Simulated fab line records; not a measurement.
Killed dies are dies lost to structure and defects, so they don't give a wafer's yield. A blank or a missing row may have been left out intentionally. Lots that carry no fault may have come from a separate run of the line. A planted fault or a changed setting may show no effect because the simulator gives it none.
Code-filled problem report in 8D (eight disciplines) form ; flow berkeley cmos170 ; the parts of the form that need people (team, actions taken, sign-off) are left out

1. PROBLEM STATEMENT
Mean of oes product au at UCB170_M2_METAL_ETCH_18: 0.783 a.u. across 6 wafers in 2 lots; on wafers with no fault it is 0.857 a.u. (standard deviation 0.014). Measured from the usual mean, that is -5.3 standard deviations.
The step: etches Al in Cl2/BCl3, stops on SiO2, target depth 1170 nm, time 195 s.
First seen on wafer L483.2, day 11 06:22, on rie metal-03. The record has a number at this step for 42 wafers belonging to 14 lots. Rule for "out" (also "out of limits"): further than 4 standard deviations from the usual mean. The rest of the wafers with a number are treated as sound.

2. WHAT IT IS, WHAT IT ISN'T
question;is;is not
which readings at this step;oes product au;drypump motor current A, mfc cl2 sccm, throttle valve pct
which lots;L483, L485;L473, L474, L475, L476, L478, L479, L480, L481, L488, L493, L494, L495
which wafers of those lots;all that have a number;-
read on which tools;rie metal-03;rie metal-01, rie metal-04
when;from day 11 06:22;"up to then (24 sound wafers); but 12 sound wafers of L488, L493, L494, L495 came after"

3. WHAT RULES OUT EACH SUSPECT
Counting: a tool at a process step up to the reading stays a suspect if it ran every lot that is out and no sound lot after the first of them.
- rie metal-03 at UCB170_M2_METAL_ETCH_18 (etches Al in Cl2/BCl3, stops on SiO2, target depth 1170 nm, time 195 s): kept. All lots that are out passed through it, beginning with L483 at day 11 06:22, and no sound lot followed; its final sound lot before that point was L481 at day 10 09:56. Its own readings are out on those wafers: oes product au.
Remaining after the count: rie metal-03 at UCB170_M2_METAL_ETCH_18.

4. THE CAUSE (what the simulator had put in)
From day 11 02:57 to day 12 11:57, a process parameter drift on rie metal-03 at UCB170_M2_METAL_ETCH_18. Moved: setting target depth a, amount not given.
Only this tool survived the counting.

5. THE CHAIN OF EFFECTS, in route order
Each row: a reading where the mean over the struck wafers with a number is more than 3 standard deviations away from the usual. Scope: only readings with a usual standard deviation given in the record; hours: median across lots of the time from each lot's start at the first step in this table that gives one to its start at this step; sigmas: change in usual standard deviations.
hours;step;reading;usual;on struck wafers;change;sigmas
0;UCB170_M2_METAL_ETCH_18;oes product au;0.857 a.u.;0.783;-0.074;-5.3
0;UCB170_M2_STRIP_19;oes product au;0.535 a.u.;0.414;-0.121;-6.3
Process steps it contains:
- UCB170_M2_METAL_ETCH_18: etches Al in Cl2/BCl3, stops on SiO2, target depth 1170 nm, time 195 s.
- UCB170_M2_STRIP_19: strips in O2.
At these later measuring or inspecting steps, every struck wafer for which the step has a row has a number for every such reading, and none has moved that far: UCB170_M3_BOW_MEAS_20.

6. HOW IT WOULD HAVE BEEN CAUGHT EARLIER
In this record the first reading out of limits was taken at day 11 06:22, 3 hours after the fault began at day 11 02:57.
